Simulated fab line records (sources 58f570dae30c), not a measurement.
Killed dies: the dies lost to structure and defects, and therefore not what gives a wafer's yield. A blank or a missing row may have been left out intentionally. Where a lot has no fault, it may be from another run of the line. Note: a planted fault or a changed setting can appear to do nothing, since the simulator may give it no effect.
A single fault, viewed from 2 desks | flow berkeley cmos170 | only its own numbers are on each desk; what lay behind them is given at the end

== AT THE METROLOGY DESK ==
Means of the sampled wafers that have a number, per lot and without regard to the tool the lot ran on: this is what the gauges read. The brackets show how far a lot's mean lies from the usual mean; more than 4 standard deviations puts the lot out of limits, marked OUT.
Columns: A = SACOX_OXIDE_THK at UCB170_SACOX_THK_MEAS_02, usual 14.47 nm; B = cd nm at UCB170_NLDD_CD_MEAS_06, usual 1200.0 nm
lot  | first seen here | A     | B
L118 | day 5 08:45     | 14.84 | 1200.3
L119 | day 5 18:11     | 14.45 | 1200.8
L120 | day 5 18:11     | 14.27 | 1198.1
L121 | day 6 05:26     | 14.85 | 1174.4 (-16) OUT
L122 | day 6 05:26     | 14.47 | 1199.3
L125 | day 6 07:52     | 14.61 | 1173.6 (-17) OUT
L126 | day 6 17:17     | 14.92 | 1200.3
L129 | day 7 08:10     | 14.43 | 1198.8
L131 | day 7 19:44     | 14.54 | 1198.0
L138 | day 8 21:26     | 14.50 | 1199.4
L134 | day 8 21:30     | 14.25 | 1198.3
L140 | day 9 07:37     | 14.58 | 1200.6
L139 | day 9 07:37     | 14.54 | 1197.6
L141 | day 9 18:38     | 14.41 | 1198.8
This desk's verdict: out of limits on L121, L125, starting with L121 at day 7 10:13 (cd nm at UCB170_NLDD_CD_MEAS_06). L118, L119, L120, L122, L126, L129, L131, L138, L134, L140, L139, L141 stayed within limits.

== FOR THE TOOL OWNER'S DESK: litho track-03 ==
The tool's own readings at UCB170_NLDD_SOFTBAKE_02 (time 60 s): means of the sampled wafers that have a number, for each lot that ran on this tool. The brackets show how far a lot's mean lies from the usual mean; more than 4 standard deviations puts the lot out of limits, marked OUT.
Columns: A = heater power total W at UCB170_NLDD_SOFTBAKE_02, usual 56.80 W; B = plate temp C at UCB170_NLDD_SOFTBAKE_02, usual 130.02 C
lot  | first seen here | A                       | B
L119 | day 6 20:58     | 56.79                   | 129.85
L122 | day 7 09:00     | 56.82                   | 130.09
L121 | day 7 09:33     | 47.52 (-99 or more) OUT | 113.44 (-99 or more) OUT
L125 | day 7 11:09     | 47.51 (-99 or more) OUT | 113.31 (-99 or more) OUT
This desk's verdict: out of limits on L121, L125, starting with L121 at day 7 09:33 (heater power total W at UCB170_NLDD_SOFTBAKE_02). L119, L122 stayed within limits.

== BROUGHT TOGETHER ==
On L121, L125, at day 7 09:33, an alarm was possible from the tool owner's desk.
L121, L125 would have let the metrology desk raise an alarm at day 7 10:13.
Every lot named ran UCB170_NLDD_SOFTBAKE_02 on litho track-03.

== WHAT THE SIMULATOR HAD INSERTED ==
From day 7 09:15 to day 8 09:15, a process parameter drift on litho track-03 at UCB170_NLDD_SOFTBAKE_02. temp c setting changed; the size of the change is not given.
Lots struck among those shown: L121, L125.
Fault start to first reading out of limits, in hours, per desk: tool owner, 0; metrology, 1.
